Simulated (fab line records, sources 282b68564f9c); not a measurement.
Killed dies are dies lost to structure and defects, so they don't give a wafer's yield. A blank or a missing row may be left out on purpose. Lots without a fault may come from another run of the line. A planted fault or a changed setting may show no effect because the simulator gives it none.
Tool commonality check | flow rit_cmos | 15 lots, 45 wafers sampled

WHY IT WAS OPENED
At RIT_PRETRO_TW_MEAS_10 the reading PRETRO_TW is flagged on 3 of 15 lots. Wafers without a fault read 474.6, standard deviation 3.
Rule: a lot is flagged when every wafer of it that has a number lies more than 4 standard deviations from that mean, or none has a number. The other lots count as sound.

lot  | measured    | on            | PRETRO_TW, wafer by wafer | flag
L729 | day 2 09:10 | film_metro-02 | 475.8 473.2 474.8         |
L730 | day 2 13:43 | film_metro-02 | 470.9 470.4 474.3         |
L731 | day 2 18:11 | film_metro-02 | 472.9 474.1 472.4         |
L732 | day 2 22:42 | film_metro-01 | 479.2 477.2 479.6         |
L733 | day 3 04:34 | film_metro-02 | 470.8 473.1 471.9         |
L734 | day 3 09:45 | film_metro-02 | 470.5 470.5 471.0         |
L735 | day 3 13:34 | film_metro-01 | 479.5 479.2 479.4         |
L736 | day 3 18:22 | film_metro-04 | 476.7 477.4 476.2         |
L740 | day 4 15:31 | film_metro-02 | 414.9 415.4 416.1         | FLAGGED
L741 | day 4 19:50 | film_metro-01 | 423.1 419.8 421.1         | FLAGGED
L742 | day 5 00:11 | film_metro-01 | 421.5 421.6 423.2         | FLAGGED
L747 | day 6 01:03 | film_metro-04 | 477.8 480.5 480.2         |
L748 | day 6 06:10 | film_metro-01 | 476.9 474.5 474.6         |
L749 | day 6 11:46 | film_metro-02 | 475.8 473.5 475.2         |
L750 | day 6 16:30 | film_metro-02 | 473.7 474.0 470.9         |
The numbers of the flagged lots are 419.6 on average: -55.0 against the usual, or -18 standard deviations.

WHICH TOOL RAN EACH LOT
The record holds 1 process step before the reading, out of a route of 202 steps. In each cell: the tool, then ch and the chambers that the sampled wafers went through, then the start.
lot  | flag    | RIT_PRETRO_IMPLANT_08
L729 |         | implanter-01 ch 0, day 2 08:51
L730 |         | implanter-01 ch 0, day 2 13:25
L731 |         | implanter-03 ch 0, day 2 17:52
L732 |         | implanter-03 ch 0, day 2 22:23
L733 |         | implanter-04 ch 0, day 3 04:14
L734 |         | implanter-01 ch 0, day 3 09:17
L735 |         | implanter-01 ch 0, day 3 13:15
L736 |         | implanter-03 ch 0, day 3 18:02
L740 | FLAGGED | implanter-01 ch 0, day 4 15:13
L741 | FLAGGED | implanter-01 ch 0, day 4 19:33
L742 | FLAGGED | implanter-01 ch 0, day 4 23:53
L747 |         | implanter-04 ch 0, day 6 00:44
L748 |         | implanter-04 ch 0, day 6 05:50
L749 |         | implanter-04 ch 0, day 6 11:27
L750 |         | implanter-03 ch 0, day 6 16:11
What these steps do:
- RIT_PRETRO_IMPLANT_08
- RIT_PRETRO_TW_MEAS_10

FLAGGED OVER TOTAL, TOOL BY TOOL (the gauges that took the reading come last)
step                  | tool          | lots run | flagged | share of the flagged lots | sound lots run after its first flagged lot
RIT_PRETRO_IMPLANT_08 | implanter-01  | 7        | 3       | all                       | 0
RIT_PRETRO_IMPLANT_08 | implanter-03  | 4        | 0       | none                      | -
RIT_PRETRO_IMPLANT_08 | implanter-04  | 4        | 0       | none                      | -
RIT_PRETRO_TW_MEAS_10 | film_metro-01 | 5        | 2       | some                      | 1 (L748)
RIT_PRETRO_TW_MEAS_10 | film_metro-02 | 8        | 1       | some                      | 2 (L749,L750)
RIT_PRETRO_TW_MEAS_10 | film_metro-04 | 2        | 0       | none                      | -

WHAT THE TABLE ALLOWS
1 row of the table ran every flagged lot: implanter-01 at RIT_PRETRO_IMPLANT_08.
- implanter-01 at RIT_PRETRO_IMPLANT_08: 3 of its 7 lots flagged. Its last sound lot is L735 (day 3 13:15), its first flagged lot L740 (day 4 15:13): a fault that began between those two fits. Its own readings lie more than 4 standard deviations out on every wafer of the flagged lots: dose_ions_cm2, faraday_current_uA.
One tool is left: implanter-01 at RIT_PRETRO_IMPLANT_08.

WHAT THE SIMULATOR HAD PUT IN
Process parameter drift: implanter-01, from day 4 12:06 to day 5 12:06, at RIT_PRETRO_IMPLANT_08. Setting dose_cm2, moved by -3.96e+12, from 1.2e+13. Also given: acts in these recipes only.
Lots struck among those shown: L740, L741, L742. The rule above found the same.
